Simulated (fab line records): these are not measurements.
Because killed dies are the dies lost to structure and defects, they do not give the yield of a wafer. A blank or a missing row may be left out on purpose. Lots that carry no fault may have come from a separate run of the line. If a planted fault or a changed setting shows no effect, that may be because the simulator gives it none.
Split-lot experiment	flow rit-cmos	23 wafers read from 5 lots, route of 202 steps

THE SPLIT
At RIT_REOX_OXIDATION_03 (target thk 25.2 nm, ox time 5580 s), the setting ox-time-s was moved away from the recipe's 5580 s on 15 of the 23 wafers read, by -14.4% to +11.6%. For the rest of the wafers, this setting stayed at what the recipe calls for.

There is no step in the file separating the split from the reading.

THE READING
At RIT_REOX_THK_MEAS_04: REOX_OXIDE_THK, given in nm. A value of 25.2 nm with a standard deviation of 0.4 nm is what fault-free wafers of this fab line usually give.

wafer	tool, chamber at the split	ox-time-s as run, s	against the recipe	REOX_OXIDE_THK, nm	against lot-mates on the recipe
L074.1	-, -	4794	-14.1%	22.1	no lot-mate on the recipe
L074.3	-, -	4794	-14.1%	22.9	no lot-mate on the recipe
L074.4	-, -	4794	-14.1%	22.7	no lot-mate on the recipe
L074.5	-, -	4794	-14.1%	23.2	no lot-mate on the recipe
L074.6	-, -	4794	-14.1%	22.7	no lot-mate on the recipe
L078.2	furnace-04, 0	5580	recipe	26.0	-
L078.4	furnace-04, 0	5580	recipe	25.4	-
L078.6	furnace-04, 0	5580	recipe	26.1	-
L079.1	-, -	6228	+11.6%	27.6	no lot-mate on the recipe
L079.2	-, -	6228	+11.6%	27.6	no lot-mate on the recipe
L079.3	-, -	6228	+11.6%	27.4	no lot-mate on the recipe
L079.4	-, -	6228	+11.6%	27.4	no lot-mate on the recipe
L079.5	-, -	6228	+11.6%	27.6	no lot-mate on the recipe
L081.1	-, -	4777	-14.4%	23.2	no lot-mate on the recipe
L081.2	-, -	4777	-14.4%	22.8	no lot-mate on the recipe
L081.4	-, -	4777	-14.4%	22.8	no lot-mate on the recipe
L081.5	-, -	4777	-14.4%	23.2	no lot-mate on the recipe
L081.6	-, -	4777	-14.4%	23.0	no lot-mate on the recipe
L084.1	-, -	5580	recipe	24.5	-
L084.2	-, -	5580	recipe	24.4	-
L084.3	-, -	5580	recipe	24.6	-
L084.4	-, -	5580	recipe	24.6	-
L084.6	-, -	5580	recipe	24.6	-

FIT RESULTS
A straight line over all 23 wafers: REOX_OXIDE_THK changes by +0.175 nm for each +1% of ox-time-s; r = +0.97; the points scatter about the line by 0.51 nm.
Too few moved wafers have a lot-mate on the recipe to fit a line with each lot's own level taken away.

THE WHOLE CHAIN: every reading that the file lists as answering this split, in the file's order
step	what it does	reading	change (the file's fit)	r (the file's)
RIT_REOX_OXIDATION_03	target thk 25.2 nm, ox time 5580 s	SiO2_of_REOX_OXIDATION_03.thk-nm (the simulator's own value, which no gauge read)	+0.174 nm for each +1% of the setting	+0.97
RIT_REOX_THK_MEAS_04		REOX_OXIDE_THK	+0.174 for each +1% of the setting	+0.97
RIT_SPACER_CLEAN_00	cleans in SC1, time 600 s	SiO2_of_REOX_OXIDATION_03.thk-nm (the simulator's own value, which no gauge read)	+0.162 nm for each +1% of the setting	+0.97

THE FILE'S OWN FIT
REOX_OXIDE_THK changes by +0.174 nm for each +1% of ox-time-s, r = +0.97.
